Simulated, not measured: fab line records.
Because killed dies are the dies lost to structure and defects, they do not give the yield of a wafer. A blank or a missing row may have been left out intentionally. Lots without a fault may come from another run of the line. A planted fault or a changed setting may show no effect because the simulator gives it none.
Which tool was responsible?	flow berkeley cmos170	Sampling: 13 lots, 39 wafers, 2 of 331 route steps

## WHAT THE GAUGES READ, wafer by wafer
UCB170_NWELL_TW_MEAS_16. Usual: NWELL_TW 1243, standard deviation 7.1.
lot	measured	on	NWELL_TW	flag
L607	day 2 04:55	film metro-01	1241 1250 1241	
L609	day 2 17:35	film metro-02	1241 1252 1248	
L612	day 3 09:43	film metro-01	1232 1236 1240	
L617	day 4 12:16	film metro-01	1278 1271 1272	OFF
L619	day 4 20:59	film metro-02	1237 1241 1240	
L618	day 4 21:16	film metro-01	1263 1274 1270	OFF
L620	day 5 07:10	film metro-01	1236 1238 1240	
L621	day 5 07:21	film metro-04	1254 1254 1253	
L623	day 5 14:39	film metro-04	1243 1252 1248	
L624	day 6 01:49	film metro-01	1232 1235 1238	
L627	day 6 13:43	film metro-01	1229 1234 1235	
L628	day 6 15:33	film metro-02	1239 1237 1239	
L629	day 7 00:20	film metro-02	1239 1242 1249	

## WHAT TOOL EACH LOT RAN ON (gives the tool, then ch and the chambers of the sampled wafers, and finally the start)
lot	UCB170_NWELL_IMPLANT_14
L607	implanter-01 ch 0, day 2 04:41
L609	implanter-02 ch 0, day 2 17:20
L612	implanter-01 ch 0, day 3 09:28
L617	implanter-01 ch 0, day 4 12:01
L619	implanter-03 ch 0, day 4 20:44
L618	implanter-01 ch 0, day 4 21:01
L620	implanter-03 ch 0, day 5 06:55
L621	implanter-02 ch 0, day 5 07:06
L623	implanter-02 ch 0, day 5 14:26
L624	implanter-02 ch 0, day 6 01:34
L627	implanter-03 ch 0, day 6 13:29
L628	implanter-03 ch 0, day 6 15:18
L629	implanter-02 ch 0, day 7 00:05
- UCB170_NWELL_IMPLANT_14

## AS READ BY THE TOOLS THEMSELVES (means over the sampled wafers that have a number; for cases with no such wafer, the mark the record gives instead)
UCB170_NWELL_IMPLANT_14. Usual: dose ions cm2 9.997e+12, standard deviation 1e+10; faraday current uA 31.8, standard deviation 0.59.
lot	tool	dose ions cm2	faraday current uA	flag
L607	implanter-01	9.997e+12	31.6	
L609	implanter-02	9.988e+12	32.0	
L612	implanter-01	9.998e+12	31.9	
L617	implanter-01	1.086e+13	34.9	OFF
L619	implanter-03	9.982e+12	31.4	
L618	implanter-01	1.084e+13	34.5	OFF
L620	implanter-03	1.001e+13	32.3	
L621	implanter-02	1.000e+13	31.7	
L623	implanter-02	9.987e+12	31.5	
L624	implanter-02	1.001e+13	31.7	
L627	implanter-03	9.992e+12	31.7	
L628	implanter-03	1.000e+13	32.1	
L629	implanter-02	1.001e+13	31.8	

## THE ANSWER, worked out from the rows above alone
Rule: take the mean of a lot's wafers that have a number; if it is more than 3 standard deviations from the usual mean, the lot is off. Also off: a lot with no number at a reading for which 4 or more lots have one. Any other lot the step has rows for is counted as sound. First the gauges in route order, then the tools' own readings, where a lot's mean is used as printed above. The first step at which some lot is off is used, and at that step the reading that is off furthest; a lot without a number counts as furthest.
Off: L617, L618, seen at UCB170_NWELL_TW_MEAS_16 (NWELL_TW).
A tool fits if, at a process step before that reading, it ran every lot that is off, and no sound lot after the first of them. Not tried: the gauges at UCB170_NWELL_TW_MEAS_16; whatever is off there is also off at UCB170_NWELL_IMPLANT_14, on other tools, and gauge error can't account for it. One candidate fits, namely implanter-01 at UCB170_NWELL_IMPLANT_14. Its last sound lot is L612 (day 3 09:28), its first lot that is off L617 (day 4 12:01): a fault that began between those two fits.
The tool's own readings at UCB170_NWELL_IMPLANT_14 bear it out: on the lots that are off they differ by more than 5 times the standard deviation of the sound lots' means. dose ions cm2 reads 1.085e+13 there against 9.998e+12 on the sound lots; faraday current uA reads 34.7 there against 31.8 on the sound lots.

## WHAT WAS PUT IN BY THE SIMULATOR
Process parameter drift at UCB170_NWELL_IMPLANT_14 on implanter-01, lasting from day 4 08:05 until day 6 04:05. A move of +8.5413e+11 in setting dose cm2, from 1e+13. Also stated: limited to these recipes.
Struck lots among those shown: L617, L618. The rule above reached the same finding.
